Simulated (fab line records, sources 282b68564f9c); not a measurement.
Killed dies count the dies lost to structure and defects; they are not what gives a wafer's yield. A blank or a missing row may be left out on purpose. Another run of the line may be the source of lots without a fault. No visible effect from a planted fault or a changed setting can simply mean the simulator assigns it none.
The same fault as seen by 2 desks || flow rit cmos || every desk sees just its own numbers, and what lay behind them comes last

AT THE TOOL OWNER'S DESK: pvd sputter-03
The tool's own readings at RIT_SILICIDE_SPUTTER_01 (material Ti, target thk 30 nm, time 240 s): means of the sampled wafers that have a number, for each lot that ran on this tool. The brackets show how far a lot's mean lies from the usual mean; more than 4 standard deviations puts the lot out of limits, marked OUT.
Columns: A = throttle valve pct at RIT_SILICIDE_SPUTTER_01, usual 30.1 %
{"lot": "L778", "first seen here": "day 3 12:50", "A": 30.2}
{"lot": "L780", "first seen here": "day 4 01:22", "A": 30.2}
{"lot": "L788", "first seen here": "day 5 13:36", "A": 30.4}
{"lot": "L790", "first seen here": "day 5 19:49", "A": 30.2}
This desk's finding: nothing out of limits on any of the 4 lots.

AT THE METROLOGY DESK
Lot by lot, what the gauges showed, no matter which tool ran the lot: averages of those sampled wafers that carry a number. The brackets show how far a lot's mean lies from the usual mean; more than 4 standard deviations puts the lot out of limits, marked OUT.
Columns: A = PSD_TW at RIT_PSD_TW_MEAS_10, usual 3439; B = SILICIDE_TI_RS at RIT_SILICIDE_RS_MEAS_02, usual 47.9 ohm/sq; C = SILICIDE_TI_THK at RIT_SILICIDE_THK_MEAS_03, usual 29.9 nm; D = CONTACT_OVL at RIT_CONTACT_OVL_MEAS_09, usual 0.8 nm
{"lot": "L778", "first seen here": "day 3 11:50", "A": 3395, "B": 47.7, "C": 30.0, "D": -0.8}
{"lot": "L779", "first seen here": "day 3 20:34", "A": 3484, "B": 48.8, "C": 29.5, "D": 1.4}
{"lot": "L780", "first seen here": "day 4 00:20", "A": 3481, "B": 48.3, "C": 29.8, "D": -0.0}
{"lot": "L781", "first seen here": "day 4 04:17", "A": 3468, "B": 47.7, "C": 29.9, "D": 3.5}
{"lot": "L785", "first seen here": "day 4 23:08", "A": 3387, "B": 48.0, "C": 30.0, "D": 1.0}
{"lot": "L788", "first seen here": "day 5 12:35", "A": 3460, "B": "44.3 (-4.7) OUT", "C": "32.1 (+5.6) OUT", "D": 0.2}
{"lot": "L790", "first seen here": "day 5 18:50", "A": 3391, "B": "44.5 (-4.4) OUT", "C": "32.0 (+5.3) OUT", "D": 0.1}
{"lot": "L791", "first seen here": "day 5 22:58", "A": 3462, "B": 47.3, "C": 30.3, "D": 0.1}
{"lot": "L793", "first seen here": "day 6 13:45", "A": 3406, "B": 45.9, "C": 31.1, "D": 0.9}
{"lot": "L795", "first seen here": "day 6 19:35", "A": 3417, "B": 47.0, "C": 30.4, "D": 2.6}
{"lot": "L797", "first seen here": "day 7 05:04", "A": 3481, "B": 48.0, "C": 29.9, "D": 0.6}
{"lot": "L799", "first seen here": "day 7 15:08", "A": 3475, "B": 47.6, "C": 29.9, "D": 1.2}
{"lot": "L801", "first seen here": "day 8 03:29", "A": 3480, "B": 47.5, "C": 30.0, "D": 1.7}
This desk reports L788, L790 out of limits; the earliest was L788 at day 5 13:47 (SILICIDE_TI_RS at RIT_SILICIDE_RS_MEAS_02). Within limits: L778, L779, L780, L781, L785, L791, L793, L795, L797, L799, L801.

ALL TOGETHER
On L788, L790, the metrology desk was in a position to raise an alarm at day 5 13:47.
The desk of the tool owner found nothing out of limits.
The tool owner's desk has L788, L790 on record, within its limits.
All the named lots went through RIT_SILICIDE_SPUTTER_01 on pvd sputter-03.

WHAT WAS PUT IN BY THE SIMULATOR
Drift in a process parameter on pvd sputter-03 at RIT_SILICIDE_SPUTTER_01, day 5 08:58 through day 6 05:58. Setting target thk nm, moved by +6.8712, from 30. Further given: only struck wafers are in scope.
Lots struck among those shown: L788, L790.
Hours from the fault's start to each desk's first reading out of limits: the metrology desk, 5.
